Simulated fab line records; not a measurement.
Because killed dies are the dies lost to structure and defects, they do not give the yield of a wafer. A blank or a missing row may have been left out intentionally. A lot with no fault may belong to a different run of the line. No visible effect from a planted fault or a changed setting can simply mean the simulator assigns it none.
Problem report, 8D (eight disciplines) form, completed by code | flow rit cmos | the parts of the form that need people (team, actions taken, sign-off) are left out

== 1. THE PROBLEM ==
At RIT_M1_PROBE_99, killed at front end averages 264.0 over 6 wafers from 2 lots, while fault-free wafers read 6.3, standard deviation 2.7. Relative to the usual mean, that is a shift of +95 standard deviations.
First seen on wafer L952.1, day 5 07:52, on prober-01. The record has a number at this step for 21 wafers belonging to 7 lots. The rule behind "out" and "out of limits": a value lying over 4 standard deviations away from the usual mean. The rest of the wafers with a number are treated as sound.

== 2. WHAT IT IS, AND WHAT IT ISN'T ==
question                    | is                                              | is not
which readings at this step | killed at front end, killed dies, killed on rim | killed at contacts, killed open, killed short
which lots                  | L952, L953                                      | L954, L955, L962, L963, L964
which wafers of those lots  | all that have a number                          | -
read on which tools         | prober-01, prober-02                            | -
when                        | from day 5 07:52                                | up to then (0 sound wafers); but 15 sound wafers of L954, L955, L962, L963, L964 came after

== 3. WHAT RULES OUT EACH SUSPECT ==
Counting: a tool stays on the suspect list if, at a process step up to the reading, it processed all lots that are out and no sound lot following the first of them.
- plasma asher-02 at RIT_PLDD_STRIP_09 (strips in O2, time 180 s): ruled out as a lasting fault. Following L952 (day 4 16:39), the first lot on it that is out, the sound lots L954, L955, L962, L964 were run on it.
Left after counting: nothing in the record.

== 4. THE CAUSE (what the simulator had put in) ==
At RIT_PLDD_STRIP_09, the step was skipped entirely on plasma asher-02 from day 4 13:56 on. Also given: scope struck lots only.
It was ruled out by counting, in error; the rule expects a fault to strike all lots run on its tool from its start on, and this fault did not.

== 5. SEQUENCE OF EFFECTS, ordered by route ==
Each row: a reading where the mean over the struck wafers with a number is more than 3 standard deviations away from the usual. Scope: only readings with a usual standard deviation given in the record; hours: median across lots of the time from each lot's start at the first step in this table that gives one to its start at this step; sigmas: change in usual standard deviations.
hours | step            | reading             | usual | on struck wafers | change | sigmas
0     | RIT_M1_PROBE_99 | killed at front end | 6.3   | 264.0            | +257.7 | +95
0     | RIT_M1_PROBE_99 | killed dies         | 6.4   | 264.0            | +257.6 | +95
0     | RIT_M1_PROBE_99 | killed on rim       | 1.7   | 70.0             | +68.3  | +49
Process steps it contains:
- RIT_M1_PROBE_99
Readings that are blank on the struck wafers while sound wafers have them: chamber pressure mTorr at RIT_PLDD_STRIP_09; drypump motor current A at RIT_PLDD_STRIP_09.

== 6. WHAT WOULD HAVE CAUGHT IT SOONER ==
In this record no reading fell out of limits until day 5 07:52, 18 hours after the fault had begun at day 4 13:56.
At RIT_PLDD_STRIP_09 the tool's readings are blank on the struck wafers, where sound wafers have them: an empty tool record is the first sign, and it was there at once.
